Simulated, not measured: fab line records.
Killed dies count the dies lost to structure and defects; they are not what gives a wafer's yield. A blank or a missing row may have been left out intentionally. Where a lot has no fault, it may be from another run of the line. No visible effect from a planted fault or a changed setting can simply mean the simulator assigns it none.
One fault seen from 2 desks | flow rit_cmos | numbers are kept per desk, each desk with only its own; the story behind them comes last

== AT THE METROLOGY DESK ==
What the gauges read, lot by lot, whatever tool the lot ran on: means of the sampled wafers that have a number. The brackets show how far a lot's mean lies from the usual mean; more than 4 standard deviations puts the lot out of limits, marked OUT.
Columns: A = ACTIVE_NITRIDE_THK at RIT_ACTIVE_THK_MEAS_04, usual 150.0 nm; B = PRETRO_OVL at RIT_PRETRO_OVL_MEAS_06, usual 0.2 nm; C = M1_AL_RS at RIT_M1_RS_MEAS_01, usual 0.0734 ohm/sq; D = M1_AL_THK at RIT_M1_THK_MEAS_02, usual 396 nm; E = cd_nm at RIT_M1_CD_MEAS_09, usual 2599.3 nm
lot  | first seen here | A     | B    | C                 | D              | E
L506 | day 1 18:32     | 149.0 | -0.9 | 0.0739            | 390            | 2599.5
L507 | day 1 23:33     | 149.8 | 1.0  | 0.0726            | 400            | 2597.7
L508 | day 2 04:32     | 152.6 | 0.5  | 0.0734            | 397            | 2601.0
L509 | day 2 09:32     | 151.2 | 0.5  | 0.0737            | 392            | 2598.5
L510 | day 2 14:32     | 150.1 | 0.1  | 0.0736            | 393            | 2599.4
L513 | day 3 05:32     | 151.5 | -0.5 | 0.0723            | 404            | 2597.0
L514 | day 3 10:50     | 151.0 | -0.4 | 0.0734            | 397            | 2597.9
L517 | day 4 01:32     | 151.4 | -1.2 | 0.0724            | 401            | 2597.9
L518 | day 4 07:36     | 147.2 | 0.0  | 0.0744            | 388            | 2601.4
L519 | day 4 11:33     | 151.1 | -0.4 | 0.0721            | 401            | 2600.4
L522 | day 5 02:33     | 148.6 | 0.6  | 0.0657 (-7.0) OUT | 440 (+6.9) OUT | 2600.2
L524 | day 5 12:32     | 148.8 | 0.2  | 0.0657 (-7.0) OUT | 441 (+7.0) OUT | 2601.1
L526 | day 5 22:32     | 149.0 | 0.9  | 0.0661 (-6.7) OUT | 441 (+7.0) OUT | 2601.1
L527 | day 6 03:32     | 149.7 | 1.3  | 0.0740            | 393            | 2599.3
This desk finds L522, L524, L526 out of limits, with the earliest case on L522 at day 6 17:00 (M1_AL_RS at RIT_M1_RS_MEAS_01). L506, L507, L508, L509, L510, L513, L514, L517, L518, L519, L527 stayed within limits.

== FOR THE TOOL OWNER'S DESK: pvd_sputter-02 ==
The tool's own readings at RIT_M1_SPUTTER_00 (material Al, target thk 400 nm, time 500 s): means of the sampled wafers that have a number, for each lot that ran on this tool. The brackets show how far a lot's mean lies from the usual mean; more than 4 standard deviations puts the lot out of limits, marked OUT.
Columns: A = throttle_valve_pct at RIT_M1_SPUTTER_00, usual 29.8 %
lot  | first seen here | A
L506 | day 3 10:52     | 30.1
L508 | day 3 21:25     | 30.3
L510 | day 4 09:36     | 30.1
L514 | day 5 02:19     | 30.1
L518 | day 5 23:08     | 30.1
L522 | day 6 16:40     | 29.5
L524 | day 7 06:01     | 29.2
L526 | day 7 14:02     | 29.8
This desk found nothing out of limits on any of the 8 lots.

== BROUGHT TOGETHER ==
On L522, L524, L526, the metrology desk was in a position to raise an alarm at day 6 17:00.
The desk of the tool owner found nothing out of limits.
Tool owner's desk: L522, L524, L526 on record, inside its limits.
All the named lots went through RIT_M1_SPUTTER_00 on pvd_sputter-02.

== WHAT THE SIMULATOR HAD PUT IN ==
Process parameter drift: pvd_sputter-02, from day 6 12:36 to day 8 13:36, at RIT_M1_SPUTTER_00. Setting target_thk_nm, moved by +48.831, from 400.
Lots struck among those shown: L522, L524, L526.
Time in hours between the start of the fault and the first out-of-limits reading at each desk: metrology desk, 4.
